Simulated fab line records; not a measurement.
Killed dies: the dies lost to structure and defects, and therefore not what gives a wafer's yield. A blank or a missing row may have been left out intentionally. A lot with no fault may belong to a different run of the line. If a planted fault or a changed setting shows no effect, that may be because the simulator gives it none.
Comparing a struck lot with a sound one / flow rit_cmos / 43 steps out of a route of 202
Sound: these wafers, L833.3, L833.4, L833.6. Struck: wafers L852.1, L852.5, L852.6. At the end, the cause is stated.
Per side, at each step with rows, come the tool, then ch with its chambers, and then its first start. Under that, the readings that differ: sound wafers / struck wafers / difference of the means / sigmas: that difference in standard deviations of wafers without a fault.
alike: a reading whose means differ by less than 2 such deviations, as well as words and numbers matching on both sides. not compared: withheld readings; readings where some wafer has no value; bounds like >300 that might hide an equal value; numbers whose values overlap and for which the record gives no deviation.
A row with sigmas, a row that says differs or no value, or rows on one side alone: a step with any of these is where the two part. Numbers that don't overlap but have no deviation are shown without sigmas and don't part them. A reading that every wafer of one side lacks parts them only if that side has two wafers or more.

first, 3 steps without rows for these wafers: RIT_REOX_CLEAN_01 (cleans in dHF, time 30 s); RIT_REOX_CLEAN_02 (cleans in SC2, time 600 s); RIT_REOX_OXIDATION_03 (target thk 25.2 nm, ox time 5580 s).
RIT_REOX_THK_MEAS_04:
  sound on film_metro-01 at day 2 20:58; struck on film_metro-01 at day 6 18:11
  alike: REOX_OXIDE_THK
then, 6 steps without rows for these wafers: RIT_NLDD_HMDS_00 (prime time 60 s); RIT_NLDD_COAT_01 (resist thk 1000 nm); RIT_NLDD_SOFTBAKE_02 (time 60 s); RIT_NLDD_EXPOSE_03 (exposes mask M7, target cd 40700 nm); RIT_NLDD_PEB_04; RIT_NLDD_DEVELOP_05 (develop time 50 s).
RIT_NLDD_OVL_MEAS_06:
  sound on overlay-02 at day 2 21:52; struck on overlay-02 at day 6 19:05
  alike: NLDD_OVL
then, 1 step without rows for these wafers: RIT_NLDD_HARDBAKE_07 (time 60 s).
RIT_NLDD_IMPLANT_08:
  sound on implanter-01 ch 0, day 2 22:05; struck on implanter-02 ch 0, day 6 19:17
reading=dose_ions_cm2; sound=4.99e+14 4.998e+14 4.982e+14; struck=7.101e+14 7.112e+14 7.094e+14; difference=+2.112e+14; sigmas=+99 or more
reading=faraday_current_uA; sound=1535 1562 1573; struck=2306 2202 2181; difference=+673; sigmas=+22
RIT_NLDD_STRIP_09: strips in O2, time 180 s.
  sound on plasma_asher-04 ch 0,1, day 2 22:15; struck on plasma_asher-04 ch 0,1, day 6 19:26
  alike: drypump_motor_current_A
  not compared: rf_hours_counter_h
RIT_NLDD_TW_MEAS_10:
  sound on film_metro-02 at day 2 22:23; struck on film_metro-04 at day 6 19:50
reading=NLDD_TW; sound=2479 2489 2481; struck=2745 2731 2736; difference=+254; sigmas=+16
  not compared: hold
then, 5 steps without rows for these wafers: RIT_PLDD_COAT_01 (resist thk 1000 nm); RIT_PLDD_SOFTBAKE_02 (time 60 s); RIT_PLDD_EXPOSE_03 (exposes mask M8, target cd 40900 nm); RIT_PLDD_PEB_04; RIT_PLDD_DEVELOP_05 (develop time 50 s).
RIT_PLDD_OVL_MEAS_06:
  sound on overlay-02 at day 2 23:25; struck on overlay-02 at day 7 05:06
reading=PLDD_OVL (nm); sound=1.2 1.4 1.2; struck=-1.3 -2.5 -0.5; difference=-2.7; sigmas=-2
then, 2 steps without rows for these wafers: RIT_PLDD_HARDBAKE_07 (time 60 s); RIT_PLDD_IMPLANT_08.
RIT_PLDD_STRIP_09: strips in O2, time 180 s.
  sound on plasma_asher-02 ch 0,1, day 2 23:48; struck on plasma_asher-02 ch 0,1, day 7 05:26
  alike: drypump_motor_current_A
  not compared: rf_hours_counter_h
RIT_PLDD_TW_MEAS_10:
  sound on film_metro-02 at day 2 23:56; struck on film_metro-04 at day 7 05:37
reading=PLDD_TW; sound=2328 2322 2333; struck=2370 2377 2370; difference=+45; sigmas=+3
then, 4 steps without rows for these wafers: RIT_SPACER_CLEAN_00 (cleans in SC1, time 600 s); RIT_SPACER_CLEAN_01 (cleans in dHF, time 30 s); RIT_SPACER_CLEAN_02 (cleans in SC2, time 600 s); RIT_SPACER_CVD_03 (deposits Si3N4 from SiH2Cl2/NH3, target thk 250 nm, time 3300 s).
RIT_SPACER_THK_MEAS_04:
  sound on film_metro-02 at day 3 03:15; struck on film_metro-02 at day 7 09:04
  alike: SPACER_NITRIDE_THK
RIT_SPACER_ETCHBACK_05: etches Si3N4 in SF6/CHF3, stops on SiO2, target depth 250 nm, time 240 s.
  sound on rie_diel-02 ch 0,2,3, day 3 03:17; struck on rie_diel-04 ch 0,1,3, day 7 09:07
  alike: drypump_motor_current_A, oes_product_au, throttle_valve_pct
  not compared: rf_hours_counter_h
then, 2 steps without rows for these wafers: RIT_NSD_HMDS_00 (prime time 60 s); RIT_NSD_COAT_01 (resist thk 1000 nm).
RIT_NSD_SOFTBAKE_02: time 61.15 s.
  sound on litho_track-03 ch 0, day 3 03:47; struck on litho_track-03 ch 0, day 7 09:45
  alike: plate_sensor_t_centre_C, plate_sensor_t_edge_C
then, 3 steps without rows for these wafers: RIT_NSD_EXPOSE_03 (exposes mask M9, target cd 40700 nm); RIT_NSD_PEB_04; RIT_NSD_DEVELOP_05 (develop time 50 s).
RIT_NSD_OVL_MEAS_06:
  sound on overlay-01 at day 3 04:26; struck on overlay-02 at day 7 10:32
  alike: NSD_OVL
then, 2 steps without rows for these wafers: RIT_NSD_HARDBAKE_07 (time 60 s); RIT_NSD_IMPLANT_08.
RIT_NSD_STRIP_09: strips in O2, time 180 s.
  sound on plasma_asher-04 ch 0,1, day 3 04:49; struck on plasma_asher-01 ch 0,1, day 7 10:59
  alike: drypump_motor_current_A
  not compared: rf_hours_counter_h
RIT_SDANNEAL_RS_MEAS_07: measures by four-point-probe.
  sound on film_metro-02 at day 3 07:15; struck on film_metro-04 at day 7 13:44
reading=NLDD_RS (ohm/sq); sound=151.6 151.7 152.3; struck=114.1 113.8 113.9; difference=-37.9; sigmas=-90
  not compared: hold
RIT_M1_PROBE_99:
  the record holds rows for the sound wafers here (prober-02, day 3 14:22) but none for the struck ones

== WHERE THEY PART ==
Last at RIT_M1_PROBE_99 as far as this record goes, first at RIT_NLDD_IMPLANT_08.

WHY: what had been put in by the simulator
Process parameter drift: implanter-02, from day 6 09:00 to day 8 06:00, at RIT_NLDD_IMPLANT_08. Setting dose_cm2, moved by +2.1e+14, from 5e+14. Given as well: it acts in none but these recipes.
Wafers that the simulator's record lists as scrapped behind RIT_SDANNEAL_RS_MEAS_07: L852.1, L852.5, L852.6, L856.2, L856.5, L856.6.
